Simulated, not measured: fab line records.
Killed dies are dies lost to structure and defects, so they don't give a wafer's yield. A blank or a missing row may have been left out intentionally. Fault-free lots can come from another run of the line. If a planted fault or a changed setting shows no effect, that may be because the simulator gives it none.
A lot that was struck, set against a sound lot / flow rit cmos / 15 steps out of a route of 202
Sound: the wafers L651.2, L651.3, L651.5. Wafers struck: L665.1, L665.2, L665.6. The cause comes at the end.
Order at every step that has rows: each side's tool, ch and its chambers, its first start. Under that, the readings that differ: sound wafers / struck wafers / difference of the means / sigmas: that difference in standard deviations of wafers without a fault.
alike: same words and numbers on both sides, and readings whose means sit less than 2 such deviations apart. not compared: any withheld reading, any reading some wafer has no value for, any bound like >300 that may hide the same value, and any number with overlapping values for which the record gives no deviation.
A row with sigmas, a row that says differs or no value, or rows on one side alone: a step with any of these is where the two part. Non-overlapping numbers with no deviation appear without sigmas and do not part them. A reading missing from all wafers of one side parts the sides only when that side holds two or more wafers.

first, 2 steps without rows for these wafers: RIT_NRETRO_HARDBAKE_07 (time 120 s); RIT_NRETRO_IMPLANT_08.
RIT_NRETRO_STRIP_09: strips in O2, time 180 s.
  sound on plasma asher-01 ch 0,1, day 2 21:48; struck on plasma asher-03 ch 0,1, day 5 18:08
  alike: drypump motor current A
  not compared: rf hours counter h
RIT_NRETRO_TW_MEAS_10:
  struck on film metro-03, day 5 18:18; sound on film metro-02, day 2 21:59
  alike: NRETRO_TW
then, 6 steps without rows for these wafers: RIT_PRETRO_HMDS_00 (prime time 60 s); RIT_PRETRO_COAT_01 (resist thk 1300 nm); RIT_PRETRO_SOFTBAKE_02 (time 60 s); RIT_PRETRO_EXPOSE_03 (exposes mask M5, target cd 43700 nm); RIT_PRETRO_PEB_04; RIT_PRETRO_DEVELOP_05 (develop time 68 s).
RIT_PRETRO_OVL_MEAS_06:
  struck on overlay-02, day 5 19:19; sound on overlay-02, day 2 22:55
  alike: PRETRO_OVL
then, 1 step without rows for these wafers: RIT_PRETRO_HARDBAKE_07 (time 120 s).
RIT_PRETRO_IMPLANT_08:
  sound on implanter-03 ch 0, day 2 23:14; struck on implanter-02 ch 0, day 5 19:37
reading=dose ions cm2; sound=1.1991e+13 1.1982e+13 1.1975e+13; struck=1.1726e+13 1.1735e+13 1.1754e+13; difference=-2.4433e+11; sigmas=-17
RIT_PRETRO_STRIP_09: strips in O2, time 180 s.
  sound on plasma asher-02 ch 1, day 2 23:21; struck on plasma asher-01 ch 0,1, day 5 19:46
  alike: drypump motor current A
  not compared: rf hours counter h
RIT_M1_PROBE_99:
  struck on prober-01, day 6 20:49; sound on prober-02, day 4 01:43
  alike: killed at contacts, killed at front end, killed dies, killed open, killed short

## WHERE THEY PART
Only at RIT_PRETRO_IMPLANT_08, within this record. Later steps at which nothing parts them and some readings are alike: RIT_PRETRO_STRIP_09, RIT_M1_PROBE_99.

WHY: the cause the simulator had injected
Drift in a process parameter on implanter-02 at RIT_PRETRO_IMPLANT_08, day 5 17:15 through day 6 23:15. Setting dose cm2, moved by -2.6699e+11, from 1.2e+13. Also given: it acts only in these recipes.
